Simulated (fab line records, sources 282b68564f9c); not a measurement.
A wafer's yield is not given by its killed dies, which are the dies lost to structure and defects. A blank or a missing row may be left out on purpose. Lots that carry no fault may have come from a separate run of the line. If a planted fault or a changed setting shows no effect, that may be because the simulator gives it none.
Which of the tools did it? -- flow rit-cmos -- 14 lots, 42 wafers sampled, at 2 steps of a route of 202

WHAT THE GAUGES READ, wafer by wafer
RIT_PWELL_OVL_MEAS_06.
lot,measured,on,PWELL_OVL (nm)
L722,day 2 04:16,overlay-01,-2.2 -2.5 -1.6
L723,day 2 11:07,overlay-01,-1.3 -0.1 -1.0
L724,day 2 15:17,overlay-02,-1.0 -0.3 -0.6
L725,day 2 23:33,overlay-02,0.7 1.3 0.0
L726,day 3 01:45,overlay-02,0.2 1.7 -0.5
L728,day 3 11:32,overlay-02,-2.1 -2.1 -0.8
L732,day 4 06:15,overlay-01,-0.6 0.1 -0.5
L734,day 4 18:26,overlay-01,-0.1 -0.7 0.1
L735,day 4 22:17,overlay-02,2.4 0.8 3.5
L736,day 5 01:48,overlay-01,0.0 -1.9 -1.5
L738,day 5 13:11,overlay-02,-0.1 0.2 0.5
L740,day 5 22:42,overlay-01,1.7 2.1 1.7
L741,day 6 02:51,overlay-01,1.2 0.7 -0.2
L744,day 6 22:57,overlay-01,1.2 1.1 -1.3

EACH LOT AND THE TOOL THAT RAN IT (in order: tool; ch and the chambers of the sampled wafers; start)
lot,RIT_ACTIVE_STRIP_14
L722,"plasma-asher-03 ch 0,1, day 1 20:53"
L723,"plasma-asher-02 ch 0,1, day 2 01:02"
L724,"plasma-asher-02 ch 1, day 2 06:52"
L725,"plasma-asher-04 ch 0,1, day 2 14:17"
L726,"plasma-asher-02 ch 0, day 2 16:18"
L728,"plasma-asher-03 ch 0,1, day 3 03:24"
L732,"plasma-asher-02 ch 0,1, day 3 22:53"
L734,"plasma-asher-03 ch 0,1, day 4 07:50"
L735,"plasma-asher-04 ch 0,1, day 4 13:52"
L736,"plasma-asher-04 ch 0,1, day 4 18:40"
L738,"plasma-asher-03 ch 0,1, day 5 05:37"
L740,"plasma-asher-03 ch 0,1, day 5 13:55"
L741,"plasma-asher-04 ch 0,1, day 5 19:44"
L744,"plasma-asher-04 ch 0,1, day 6 10:46"
- RIT_ACTIVE_STRIP_14: strips in O2, time 180 s.

WHAT THE TOOLS THEMSELVES READ (means of the sampled wafers that have a number; where no wafer has one, the mark that the record gives instead)
RIT_ACTIVE_STRIP_14.
lot,tool,drypump-motor-current-A (A)
L722,plasma-asher-03,6.5
L723,plasma-asher-02,5.6
L724,plasma-asher-02,4.8
L725,plasma-asher-04,5.6
L726,plasma-asher-02,6.0
L728,plasma-asher-03,6.4
L732,plasma-asher-02,5.6
L734,plasma-asher-03,6.3
L735,plasma-asher-04,6.0
L736,plasma-asher-04,6.0
L738,plasma-asher-03,6.4
L740,plasma-asher-03,6.3
L741,plasma-asher-04,6.0
L744,plasma-asher-04,5.6

THE ANSWER, worked out from the rows above alone
Rule: the lots themselves supply what counts as usual. The widest of any qualifying gaps counts: lots, ordered by their means at a reading, are off when they make up no more than a third of the lots, leave a main group of 4 or more, and stand apart from it by 3 or more times the standard deviation of that group's means. The tables above print the reading to a certain number of digits; a main group whose means all agree to those digits is not used. A lot without any number at a reading at which 4 lots or more have one is off too. Any other lot the step has rows for is counted as sound. The gauges are gone through in route order, then the tools' own readings, and for those a lot's mean is taken as printed above. The first step at which some lot is off is used, and at that step the reading that is off furthest; a lot without a number counts as furthest.
No lot is off at any reading shown: from this, nothing can be told.

WHAT THE SIMULATOR PUT IN
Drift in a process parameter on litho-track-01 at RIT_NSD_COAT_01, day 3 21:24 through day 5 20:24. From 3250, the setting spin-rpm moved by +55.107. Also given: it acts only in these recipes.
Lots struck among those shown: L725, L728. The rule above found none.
